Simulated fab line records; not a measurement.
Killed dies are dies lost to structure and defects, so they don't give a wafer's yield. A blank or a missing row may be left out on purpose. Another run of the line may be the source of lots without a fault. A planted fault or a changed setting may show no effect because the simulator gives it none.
What tool caused it? + flow rit-cmos + Sampling: 15 lots, 45 wafers, 5 of 202 route steps

WHAT THE GAUGES READ, wafer by wafer
RIT_WELLDRIVE_RS_MEAS_01: the measuring method here is four-point-probe.
| lot  | measured    | on            | NWELL_RS (ohm/sq) |
|------|-------------|---------------|-------------------|
| L618 | day 2 06:50 | film-metro-02 | 274.0 273.6 274.1 |
| L621 | day 2 20:40 | film-metro-04 | 276.4 276.4 275.6 |
| L622 | day 3 01:46 | film-metro-01 | 277.2 277.8 277.8 |
| L623 | day 3 07:06 | film-metro-02 | 276.2 276.2 276.9 |
| L626 | day 4 03:44 | film-metro-04 | 275.0 274.6 274.6 |
| L627 | day 4 10:11 | film-metro-04 | 275.8 274.8 274.6 |
| L628 | day 4 10:09 | film-metro-02 | 275.2 275.0 275.6 |
| L629 | day 4 16:41 | film-metro-04 | 274.9 275.0 275.5 |
| L631 | day 4 23:20 | film-metro-04 | 276.2 275.9 277.8 |
| L632 | day 5 06:21 | film-metro-01 | 275.5 275.3 275.9 |
| L634 | day 5 13:59 | film-metro-02 | 276.9 275.7 275.9 |
| L635 | day 5 20:59 | film-metro-02 | 275.4 275.9 275.3 |
| L637 | day 6 04:26 | film-metro-04 | 276.8 276.1 276.5 |
| L638 | day 6 11:02 | film-metro-02 | 275.0 275.4 275.1 |
| L641 | day 7 05:02 | film-metro-01 | 275.1 274.8 275.7 |

RIT_REOX_THK_MEAS_04.
| lot  | measured    | on            | REOX_OXIDE_THK (nm) |
|------|-------------|---------------|---------------------|
| L618 | day 2 20:58 | film-metro-02 | 26.2 26.4 26.3      |
| L621 | day 3 10:58 | film-metro-02 | 24.3 24.3 24.2      |
| L622 | day 3 23:10 | film-metro-04 | 25.6 24.8 25.0      |
| L623 | day 4 03:08 | film-metro-01 | 24.7 24.6 24.6      |
| L626 | day 4 18:42 | film-metro-02 | 24.8 24.8 25.2      |
| L627 | day 5 03:57 | film-metro-02 | 24.8 25.2 24.8      |
| L628 | day 5 01:40 | film-metro-01 | 28.1 27.8 28.2      |
| L629 | day 5 05:34 | film-metro-02 | 28.6 28.5 28.9      |
| L631 | day 5 15:28 | film-metro-02 | 28.6 28.5 28.6      |
| L632 | day 5 19:07 | film-metro-02 | 25.8 25.5 25.7      |
| L634 | day 6 05:58 | film-metro-01 | 24.8 25.3 25.4      |
| L635 | day 6 12:05 | film-metro-04 | 25.2 25.2 25.1      |
| L637 | day 6 22:38 | film-metro-04 | 25.0 24.9 25.0      |
| L638 | day 7 04:11 | film-metro-02 | 24.5 24.4 24.2      |
| L641 | day 7 20:29 | film-metro-04 | 25.5 25.4 25.4      |

RIT_M1_OVL_MEAS_10.
| lot  | measured    | on         | M1_OVL (nm)    |
|------|-------------|------------|----------------|
| L618 | day 3 11:05 | overlay-01 | -2.5 -0.6 -0.4 |
| L621 | day 4 01:26 | overlay-02 | 0.6 1.2 0.5    |
| L622 | day 4 14:56 | overlay-01 | -2.2 0.2 -2.3  |
| L623 | day 4 19:58 | overlay-01 | 0.8 -0.5 0.5   |
| L626 | day 5 09:43 | overlay-02 | 2.1 0.3 0.3    |
| L627 | day 5 18:29 | overlay-01 | -0.5 0.1 0.8   |
| L628 | day 5 16:11 | overlay-01 | 1.7 1.5 1.5    |
| L629 | day 5 20:04 | overlay-01 | -1.2 -1.7 -1.5 |
| L631 | day 6 05:28 | overlay-01 | -0.3 0.0 0.7   |
| L632 | day 6 09:11 | overlay-01 | 0.2 -1.1 1.2   |
| L634 | day 6 19:32 | overlay-02 | 2.0 2.4 1.6    |
| L635 | day 7 02:01 | overlay-02 | -0.1 -0.2 3.1  |
| L637 | day 7 12:49 | overlay-02 | 1.0 0.8 0.0    |
| L638 | day 7 18:17 | overlay-01 | 0.1 1.2 0.2    |
| L641 | day 8 11:31 | overlay-02 | 0.5 1.8 1.2    |

TOOL THAT RAN EACH LOT (tool first, then ch and the chambers of the sampled wafers, then the start)
| lot  | RIT_ACTIVE_STRIP_14                 | RIT_REOX_OXIDATION_03        |
|------|-------------------------------------|------------------------------|
| L618 | plasma-asher-04 ch 0,1, day 1 15:44 | furnace-01 ch 0, day 2 18:23 |
| L621 | plasma-asher-02 ch 0,1, day 2 06:02 | furnace-04 ch 0, day 3 08:25 |
| L622 | plasma-asher-01 ch 0,1, day 2 10:54 | furnace-04 ch 0, day 3 20:37 |
| L623 | plasma-asher-02 ch 0,1, day 2 16:05 | furnace-03 ch 0, day 4 00:35 |
| L626 | plasma-asher-04 ch 0,1, day 3 07:02 | furnace-03 ch 0, day 4 16:08 |
| L627 | plasma-asher-04 ch 0,1, day 3 13:54 | furnace-01 ch 0, day 5 01:23 |
| L628 | plasma-asher-04 ch 0,1, day 3 18:27 | furnace-04 ch 0, day 4 23:07 |
| L629 | plasma-asher-04 ch 0,1, day 4 03:50 | furnace-04 ch 0, day 5 03:01 |
| L631 | plasma-asher-04 ch 0,1, day 4 07:59 | furnace-04 ch 0, day 5 12:54 |
| L632 | plasma-asher-01 ch 0,1, day 4 14:32 | furnace-03 ch 0, day 5 16:34 |
| L634 | plasma-asher-02 ch 0,1, day 4 23:24 | furnace-01 ch 0, day 6 03:24 |
| L635 | plasma-asher-01 ch 0,1, day 5 05:04 | furnace-03 ch 0, day 6 09:31 |
| L637 | plasma-asher-04 ch 0,1, day 5 14:03 | furnace-01 ch 0, day 6 20:05 |
| L638 | plasma-asher-04 ch 0,1, day 5 19:06 | furnace-03 ch 0, day 7 01:38 |
| L641 | plasma-asher-01 ch 0,1, day 6 10:52 | furnace-03 ch 0, day 7 17:56 |
- RIT_ACTIVE_STRIP_14: strips in O2, time 180 s.
- RIT_REOX_OXIDATION_03: target thk 25.2 nm, ox time 5580 s.

AS READ BY THE TOOLS THEMSELVES (means over the sampled wafers that have a number; for cases with no such wafer, the mark the record gives instead)
RIT_ACTIVE_STRIP_14.
| lot  | tool            | drypump-motor-current-A (A) | o2-flow-sccm (sccm) |
|------|-----------------|-----------------------------|---------------------|
| L618 | plasma-asher-04 | 5.57                        | 4000                |
| L621 | plasma-asher-02 | 5.99                        | 3996                |
| L622 | plasma-asher-01 | 5.86                        | 3989                |
| L623 | plasma-asher-02 | 6.00                        | 3998                |
| L626 | plasma-asher-04 | 5.57                        | 4003                |
| L627 | plasma-asher-04 | 5.53                        | 4005                |
| L628 | plasma-asher-04 | 5.50                        | 4003                |
| L629 | plasma-asher-04 | 5.56                        | 3991                |
| L631 | plasma-asher-04 | 5.48                        | 4003                |
| L632 | plasma-asher-01 | 5.70                        | 3998                |
| L634 | plasma-asher-02 | 6.07                        | 3985                |
| L635 | plasma-asher-01 | 5.71                        | 4000                |
| L637 | plasma-asher-04 | 5.48                        | 3994                |
| L638 | plasma-asher-04 | 5.56                        | 4007                |
| L641 | plasma-asher-01 | 5.85                        | 3988                |

RIT_REOX_OXIDATION_03.
| lot  | tool       | zone-power-centre-pct (%) | zone-power-load-pct (%) | zone-power-source-pct (%) |
|------|------------|---------------------------|-------------------------|---------------------------|
| L618 | furnace-01 | 39.1                      | 27.2                    | 26.8                      |
| L621 | furnace-04 | 37.7                      | 25.9                    | 29.8                      |
| L622 | furnace-04 | 37.6                      | 26.1                    | 29.8                      |
| L623 | furnace-03 | 42.7                      | 26.2                    | 26.5                      |
| L626 | furnace-03 | 42.7                      | 26.8                    | 26.3                      |
| L627 | furnace-01 | 38.9                      | 27.5                    | 26.8                      |
| L628 | furnace-04 | 37.8                      | 26.1                    | 29.9                      |
| L629 | furnace-04 | 37.5                      | 26.1                    | 29.7                      |
| L631 | furnace-04 | 37.7                      | 25.9                    | 29.7                      |
| L632 | furnace-03 | 42.7                      | 26.7                    | 26.5                      |
| L634 | furnace-01 | 38.6                      | 27.5                    | 26.7                      |
| L635 | furnace-03 | 42.6                      | 26.6                    | 26.4                      |
| L637 | furnace-01 | 38.8                      | 27.3                    | 26.6                      |
| L638 | furnace-03 | 42.9                      | 26.7                    | 26.4                      |
| L641 | furnace-03 | 42.7                      | 26.8                    | 26.5                      |

THE ANSWER, worked out from the rows above alone
Rule: usual is defined by the lots themselves. Put in order of their means at a reading, lots are off if they are a third of the lots or fewer, leave a main group of 4 or more, and stand apart from it by a gap of 3 or more times the standard deviation of the main group's means; of several such gaps the widest counts. Not used: any main group whose means are identical at the precision the tables above print for the reading. A lot without any number at a reading at which 4 lots or more have one is off too. Any other lot the step has rows for is counted as sound. After the gauges, taken in route order, come the tools' own readings; for these a lot's mean is taken, as printed above. The first step at which some lot is off is used, and at that step the reading that is off furthest; a lot without a number counts as furthest.
Off: at RIT_REOX_THK_MEAS_04 (REOX_OXIDE_THK), L628, L629, L631. Main group: mean 25.1 nm, sd 0.53.
If a tool, at a process step before that reading, ran all the lots that are off and no sound lot after the first of them, it fits. The gauges at RIT_REOX_THK_MEAS_04 aren't tried: what is off there is off at RIT_REOX_OXIDATION_03 too, on other tools, and a gauge's error can't cause that. One fits: RIT_REOX_OXIDATION_03 on furnace-04. Its last sound lot is L622 (day 3 20:37), its first lot that is off L628 (day 4 23:07): a fault that began between those two fits.

WHAT THE SIMULATOR HAD PUT IN
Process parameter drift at RIT_REOX_OXIDATION_03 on furnace-04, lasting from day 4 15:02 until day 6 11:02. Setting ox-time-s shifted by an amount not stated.
Shown lots that were struck: L628, L629, L631. The rule given above showed the same thing.
